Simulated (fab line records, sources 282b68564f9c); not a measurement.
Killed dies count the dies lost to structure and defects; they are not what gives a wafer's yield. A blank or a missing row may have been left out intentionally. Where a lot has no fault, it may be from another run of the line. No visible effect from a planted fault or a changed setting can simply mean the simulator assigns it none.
8D (eight disciplines) problem report, filled in by code || flow rit cmos || the parts of the form that need people (team, actions taken, sign-off) are left out

== 1. WHAT WENT WRONG ==
At RIT_SPACER_ETCHBACK_05, run length s averages 380.4 s over 6 wafers from 2 lots, while fault-free wafers read 268.3 s, standard deviation 0.43. So: +99 or more standard deviations from the usual mean.
The step: etches Si3N4 in SF6/CHF3, stops on SiO2, target depth 250 nm, time 240 s.
First observed at day 6 15:51: wafer L540.1, on rie diel-01. At this step, 18 wafers from 6 lots have a number in the record. Rule for "out" (also "out of limits"): further than 4 standard deviations from the usual mean. The rest of the wafers with a number are treated as sound.

== 2. WHAT THIS IS AND IS NOT ==
{"question": "which readings at this step", "is": "run length s, oes product au", "is not": "CHF3_flow_sccm, throttle valve pct"}
{"question": "which lots", "is": "L540, L542", "is not": "L527, L534, L541, L545"}
{"question": "which wafers of those lots", "is": "all that have a number", "is not": "-"}
{"question": "read on which tools", "is": "rie diel-01", "is not": "rie diel-03, rie diel-04"}
{"question": "when", "is": "from day 6 15:51", "is not": "up to then (6 sound wafers); but 6 sound wafers of L541, L545 came after"}

== 3. WHAT RULES OUT EACH SUSPECT ==
Counting: a tool at a process step up to the reading stays a suspect if it ran every lot that is out and no sound lot after the first of them.
- rie diel-01 at RIT_SPACER_ETCHBACK_05 (etches Si3N4 in SF6/CHF3, stops on SiO2, target depth 250 nm, time 240 s): kept. All lots that are out passed through it, beginning with L540 at day 6 15:51, and no sound lot followed; its final sound lot before that point was L534 at day 5 10:49. Its own oes product au, run length s readings are out on those wafers.
After counting, what remains is rie diel-01 at RIT_SPACER_ETCHBACK_05.

== 4. THE CAUSE (what the simulator had put in) ==
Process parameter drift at RIT_SPACER_ETCHBACK_05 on rie diel-01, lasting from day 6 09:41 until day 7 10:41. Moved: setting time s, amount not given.
Only this tool survived the counting.

== 5. THE CHAIN OF EFFECTS, in route order ==
One row per reading whose mean, taken over the struck wafers that have a number, lies over 3 standard deviations from the usual. Only readings for which the record gives a usual standard deviation are gone through. hours: the time from each lot's start at the first step in this table that gives one to its start at this step, as a median over the lots. sigmas: the change in usual standard deviations.
{"hours": 0, "step": "RIT_SPACER_ETCHBACK_05", "reading": "oes product au", "usual": "0.849 a.u.", "on struck wafers": 0.655, "change": -0.194, "sigmas": -12}
{"hours": 0, "step": "RIT_SPACER_ETCHBACK_05", "reading": "run length s", "usual": "268.3 s", "on struck wafers": 380.4, "change": "+112.1", "sigmas": "+99 or more"}
Its process steps:
- RIT_SPACER_ETCHBACK_05: etches Si3N4 in SF6/CHF3, stops on SiO2, target depth 250 nm, time 240 s.
Later steps that measure or inspect, where all struck wafers having a row at the step show a number for every such reading and not one has moved that far: RIT_NSD_OVL_MEAS_06, RIT_NSD_TW_MEAS_10, RIT_PSD_OVL_MEAS_06, RIT_PSD_TW_MEAS_10, RIT_SDANNEAL_RS_MEAS_04, RIT_SDANNEAL_RS_MEAS_05, RIT_SDANNEAL_RS_MEAS_06.

== 6. WHAT WOULD HAVE CAUGHT IT SOONER ==
In this record no reading fell out of limits until day 6 15:51, 6 hours after the fault had begun at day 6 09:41.
